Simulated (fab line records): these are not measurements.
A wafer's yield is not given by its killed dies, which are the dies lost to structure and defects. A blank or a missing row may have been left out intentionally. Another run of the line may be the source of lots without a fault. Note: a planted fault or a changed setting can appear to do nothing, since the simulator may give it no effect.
A lot that was struck, set against a sound lot || flow rit_cmos || 28 out of 202 route steps
Sound: wafers L757.1, L757.2, L757.4. The struck wafers were L749.2, L749.5, L749.6. The cause is named last.
For every step that has rows: the tool of each side, followed by ch and its chambers, followed by its first start. Under that, the readings that differ: sound wafers || struck wafers || difference of the means || sigmas: that difference in standard deviations of wafers without a fault.
alike: readings whose means differ by less than 2 such deviations, and words and numbers that are the same on both sides. not compared: withheld readings, readings that some wafer has no value for, bounds like >300 that may hide the same value, and numbers for which the record gives no deviation and whose values overlap.
Wherever a step has rows on one side only, a row that says differs or no value, or a row with sigmas, the two part there. Non-overlapping numbers with no deviation appear without sigmas and do not part them. A reading missing from all wafers of one side parts the sides only when that side holds two or more wafers.

RIT_ACTIVE_BOW_MEAS_00:
  struck on film_metro-02, day 3 17:01; sound on film_metro-04, day 5 09:00
  alike: INCOMING_BOW
RIT_ACTIVE_OXIDATION_01: target thk 46.8 nm, ox time 3360 s.
  sound on furnace-03 ch 0, day 5 11:35; struck on furnace-04 ch 0, day 3 17:07
{"reading": "spike_tc_centre_C (C)", "sound": "1006.4 1005.6 1003.4", "struck": "1029.9 1027.4 1028.7", "difference": "+23.5", "sigmas": "+14"}
{"reading": "spike_tc_load_C (C)", "sound": "1024.9 1027.3 1026.7", "struck": "1048.9 1048.6 1049.4", "difference": "+22.7", "sigmas": "+8"}
{"reading": "spike_tc_source_C (C)", "sound": "1028.4 1025.3 1025.6", "struck": "1051.2 1052.6 1054.6", "difference": "+26.4", "sigmas": "+16"}
{"reading": "tube_center_temp_C (C)", "sound": "1000.1 999.86 1000.1", "struck": "1024.9 1024.9 1025", "difference": "+24.9", "sigmas": "+99 or more"}
{"reading": "tube_center_temp_C_max", "sound": "1002.8 1002.5 1002.4", "struck": "1027.4 1026.9 1027.4", "difference": "+24.7", "sigmas": "+57"}
{"reading": "model.SiO2_of_ACTIVE_OXIDATION_01.thk_nm (nm)", "sound": "48.45 47.63 48.04", "struck": "58.55 58.35 58.93", "difference": "+10.57", "sigmas": ""}
RIT_ACTIVE_THK_MEAS_02:
  struck on film_metro-02, day 3 19:04; sound on film_metro-02, day 5 13:31
{"reading": "ACTIVE_OXIDE_THK (nm)", "sound": "48.5 47.7 48.1", "struck": "58.6 58.3 59.0", "difference": "+10.5", "sigmas": "+13"}
then, 1 step without rows for these wafers: RIT_ACTIVE_CVD_03 (deposits Si3N4 from SiH2Cl2/NH3, target thk 150 nm, time 1500 s).
RIT_ACTIVE_THK_MEAS_04:
  struck on film_metro-03, day 3 20:32; sound on film_metro-02, day 5 15:00
  alike: ACTIVE_NITRIDE_THK
then, 6 steps without rows for these wafers: RIT_ACTIVE_HMDS_05 (prime time 60 s); RIT_ACTIVE_COAT_06 (resist thk 1007 nm); RIT_ACTIVE_SOFTBAKE_07 (time 60 s); RIT_ACTIVE_EXPOSE_08 (exposes mask M1, target cd 1400 nm); RIT_ACTIVE_PEB_09; RIT_ACTIVE_DEVELOP_10 (develop time 50 s).
RIT_ACTIVE_CD_MEAS_11 targets a cd of 1400 nm.
  struck on cd_sem-02, day 3 21:35; sound on cd_sem-02, day 5 15:55
  alike: cd_nm
then, 1 step without rows for these wafers: RIT_ACTIVE_HARDBAKE_12 (time 60 s).
RIT_ACTIVE_ETCH_13: etches Si3N4 in SF6, stops on SiO2, time 210 s, target depth 210 nm.
  sound on rie_diel-03 ch 1,2,3, day 5 16:11; struck on rie_diel-03 ch 1,2,3, day 3 21:50
  alike: drypump_motor_current_A, oes_product_au, throttle_valve_pct
  not compared: rf_hours_counter_h
RIT_ACTIVE_STRIP_14: strips in O2, time 180 s.
  sound on plasma_asher-02 ch 0,1, day 5 16:19; struck on plasma_asher-01 ch 0,1, day 3 21:58
  alike: drypump_motor_current_A
  not compared: rf_hours_counter_h
RIT_ACTIVE_CD_MEAS_90 targets a cd of 1400 nm.
  struck on cd_sem-01, day 3 22:10; sound on cd_sem-02, day 5 16:29
  alike: cd_nm
then, 4 steps without rows for these wafers: RIT_ACTIVE_CLEAN_15 (cleans in SC1, time 600 s); RIT_ACTIVE_CLEAN_16 (cleans in dHF, time 30 s); RIT_ACTIVE_CLEAN_17 (cleans in SC2, time 600 s); RIT_FOX1_OXIDATION_00 (target thk 350.7 nm, ox time 1130 s).
RIT_FOX1_THK_MEAS_01:
  struck on film_metro-01, day 4 00:00; sound on film_metro-02, day 5 18:42
  alike: FOX1_OXIDE_THK
then, 2 steps without rows for these wafers: RIT_FOX1_WET_ETCH_02 (etches SiO2 in BOE, target depth 350 nm, time 400.1 s); RIT_FOX2_OXIDATION_00 (target thk 350.7 nm, ox time 1130 s).
RIT_FOX2_THK_MEAS_01:
  struck on film_metro-03, day 4 01:29; sound on film_metro-01, day 5 20:11
  alike: FOX2_OXIDE_THK
then, 1 step without rows for these wafers: RIT_FOX2_CLEAN_02 (cleans in dHF, time 180 s).
RIT_FOX2_WET_ETCH_03: etches Si3N4 in H3PO4, target depth 195 nm, time 2700 s.
  sound on wet_bench-04 ch 2, day 5 20:19; struck on wet_bench-03 ch 2, day 4 01:36
{"reading": "model.SiO2_of_ACTIVE_OXIDATION_01.thk_nm (nm)", "sound": "43.04 42.29 42.42", "struck": "52.16 51.97 52.25", "difference": "+9.54", "sigmas": ""}
  alike: temp_c
RIT_FOX2_THK_MEAS_90:
  struck on film_metro-04, day 4 02:22; sound on film_metro-01, day 5 21:13
  alike: FIELD_OXIDE_LEFT_1_THK
RIT_M1_PROBE_99:
  struck on prober-02, day 5 20:22; sound on prober-02, day 7 12:34
{"reading": "model.etest.nldd.width_nm (nm)", "sound": "3160 3156 3175", "struck": "3032 3034 3003", "difference": -141, "sigmas": ""}
{"reading": "model.etest.pldd.width_nm (nm)", "sound": "3135 3168 3164", "struck": "3019 3020 2985", "difference": -148, "sigmas": ""}
{"reading": "model.etest.pplus_sal.width_nm (nm)", "sound": "3437 3440 3442", "struck": "3378 3398 3351", "difference": -64, "sigmas": ""}
{"reading": "model.etest.nplus_sal.width_nm (nm)", "sound": "3408 3434 3436", "struck": "3372 3373 3369", "difference": -55, "sigmas": ""}
{"reading": "model.etest.nmos_narrow.drive_ua_um", "sound": "230.1 230.4 234.8", "struck": "181.5 186.6 179.5", "difference": -49.2, "sigmas": ""}
{"reading": "model.etest.pmos_narrow.drive_ua_um", "sound": "98.96 101.9 101.1", "struck": "82 82.43 82.66", "difference": -18, "sigmas": ""}
{"reading": "model.etest.nmos_0p3.drive_ua_um", "sound": "234.6 233.8 235.2", "struck": "207.6 211.3 211.4", "difference": -24.4, "sigmas": ""}
{"reading": "model.etest.well_edge_right.line_ohm_um", "sound": "182.9 179 181.4", "struck": "184.5 186.1 184.5", "difference": "+3.9", "sigmas": ""}
  alike: killed_at_contacts, killed_at_front_end, killed_dies, killed_open, killed_short

== WHERE THEY PART ==
Last at RIT_ACTIVE_THK_MEAS_02 as far as this record goes, first at RIT_ACTIVE_OXIDATION_01. Later steps at which nothing parts them and some readings are alike: RIT_ACTIVE_THK_MEAS_04, RIT_ACTIVE_CD_MEAS_11, RIT_ACTIVE_ETCH_13, RIT_ACTIVE_STRIP_14, RIT_ACTIVE_CD_MEAS_90, RIT_FOX1_THK_MEAS_01, RIT_FOX2_THK_MEAS_01, RIT_FOX2_WET_ETCH_03, RIT_FOX2_THK_MEAS_90, RIT_M1_PROBE_99.

WHY: what the simulator had put in
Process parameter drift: furnace-04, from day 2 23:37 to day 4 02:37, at RIT_ACTIVE_OXIDATION_01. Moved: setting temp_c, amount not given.
